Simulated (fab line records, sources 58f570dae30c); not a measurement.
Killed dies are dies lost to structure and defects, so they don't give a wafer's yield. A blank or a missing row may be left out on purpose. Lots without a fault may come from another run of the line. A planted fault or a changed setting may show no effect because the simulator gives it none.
Which tool did it? | flow berkeley_cmos170 | 14 lots, 42 wafers sampled, at 2 steps of a route of 331

WHAT THE GAUGES READ, wafer by wafer
UCB170_SDANNEAL_RS_MEAS_03: measures by four-point-probe. Usual: NSD_RS 37.12 ohm/sq, standard deviation 0.076.
lot  | measured     | on            | NSD_RS (ohm/sq)   | flag
L539 | day 8 02:39  | film_metro-01 | 36.97 37.01 37.13 |
L538 | day 8 02:26  | film_metro-03 | 37.13 37.13 37.14 |
L541 | day 8 08:53  | film_metro-03 | 37.13 37.08 37.22 |
L542 | day 8 09:20  | film_metro-01 | 37.02 36.99 37.00 |
L540 | day 8 09:24  | film_metro-02 | 37.08 37.07 37.09 |
L543 | day 9 05:31  | film_metro-01 | 37.12 37.12 37.07 |
L544 | day 9 05:04  | film_metro-03 | 37.20 37.11 37.15 |
L545 | day 9 05:44  | film_metro-02 | 37.07 37.02 37.04 |
L547 | day 9 15:15  | film_metro-01 | 37.23 37.24 37.17 |
L550 | day 10 05:37 | film_metro-03 | 37.12 37.17 37.15 |
L552 | day 11 02:35 | film_metro-01 | 37.05 37.24 37.04 |
L555 | day 11 15:50 | film_metro-02 | 37.08 37.11 37.04 |
L558 | day 12 08:40 | film_metro-02 | 37.16 37.28 37.24 |
L560 | day 12 22:25 | film_metro-02 | 37.14 37.06 37.22 |

WHICH TOOL RAN EACH LOT (tool, then ch and the chambers of the sampled wafers, then the start)
lot  | UCB170_NVT_STRIP_08
L539 | plasma_asher-04 ch 0, day 6 15:04
L538 | plasma_asher-03 ch 0,1, day 6 15:21
L541 | plasma_asher-04 ch 0,1, day 7 03:17
L542 | plasma_asher-03 ch 0,1, day 7 03:33
L540 | plasma_asher-03 ch 0,1, day 7 04:11
L543 | plasma_asher-02 ch 0,1, day 7 18:14
L544 | plasma_asher-04 ch 0,1, day 7 18:25
L545 | plasma_asher-03 ch 0,1, day 7 18:42
L547 | plasma_asher-04 ch 0,1, day 8 04:37
L550 | plasma_asher-03 ch 0,1, day 8 21:07
L552 | plasma_asher-04 ch 0,1, day 9 12:30
L555 | plasma_asher-02 ch 0,1, day 10 03:01
L558 | plasma_asher-03 ch 0,1, day 10 22:22
L560 | plasma_asher-03 ch 0,1, day 11 06:13
- UCB170_NVT_STRIP_08: strips in O2.

WHAT THE TOOLS THEMSELVES READ (means of the sampled wafers that have a number; where no wafer has one, the mark that the record gives instead)
UCB170_NVT_STRIP_08. Usual: drypump_motor_current_A 5.32 A, standard deviation 0.3; oes_product_au 0.735 a.u., standard deviation 0.0047; strip_time_to_endpoint_s 21.64 s, standard deviation 0.06.
lot  | tool            | drypump_motor_current_A (A) | oes_product_au (a.u.) | strip_time_to_endpoint_s (s) | flag
L539 | plasma_asher-04 | 5.46                        | 0.735                 | 21.66                        |
L538 | plasma_asher-03 | 5.45                        | 0.737                 | 21.63                        |
L541 | plasma_asher-04 | 5.46                        | 0.737                 | 21.72                        |
L542 | plasma_asher-03 | 5.13                        | 0.732                 | 21.64                        |
L540 | plasma_asher-03 | 5.17                        | 0.737                 | 21.63                        |
L543 | plasma_asher-02 | 5.11                        | 0.740                 | 21.61                        |
L544 | plasma_asher-04 | 5.42                        | 0.735                 | 21.53                        |
L545 | plasma_asher-03 | 5.15                        | 0.735                 | 21.72                        |
L547 | plasma_asher-04 | 5.46                        | 0.730                 | 21.67                        |
L550 | plasma_asher-03 | 5.43                        | 0.733                 | 21.70                        |
L552 | plasma_asher-04 | 5.44                        | 0.736                 | 21.61                        |
L555 | plasma_asher-02 | 5.09                        | 0.733                 | 21.63                        |
L558 | plasma_asher-03 | 5.16                        | 0.736                 | 21.68                        |
L560 | plasma_asher-03 | 5.15                        | 0.738                 | 21.69                        |

THE ANSWER, worked out from the rows above alone
Rule: a lot is off if the mean of its wafers that have a number lies more than 3 standard deviations from the usual mean. A lot without any number at a reading at which 4 lots or more have one is off too. The other lots that the step has rows for count as sound. The gauges are gone through in route order, then the tools' own readings, and for those a lot's mean is taken as printed above. The first step at which some lot is off is used, and at that step the reading that is off furthest; a lot without a number counts as furthest.
No lot is off at any reading shown: from this, nothing can be told.

WHAT THE SIMULATOR HAD PUT IN
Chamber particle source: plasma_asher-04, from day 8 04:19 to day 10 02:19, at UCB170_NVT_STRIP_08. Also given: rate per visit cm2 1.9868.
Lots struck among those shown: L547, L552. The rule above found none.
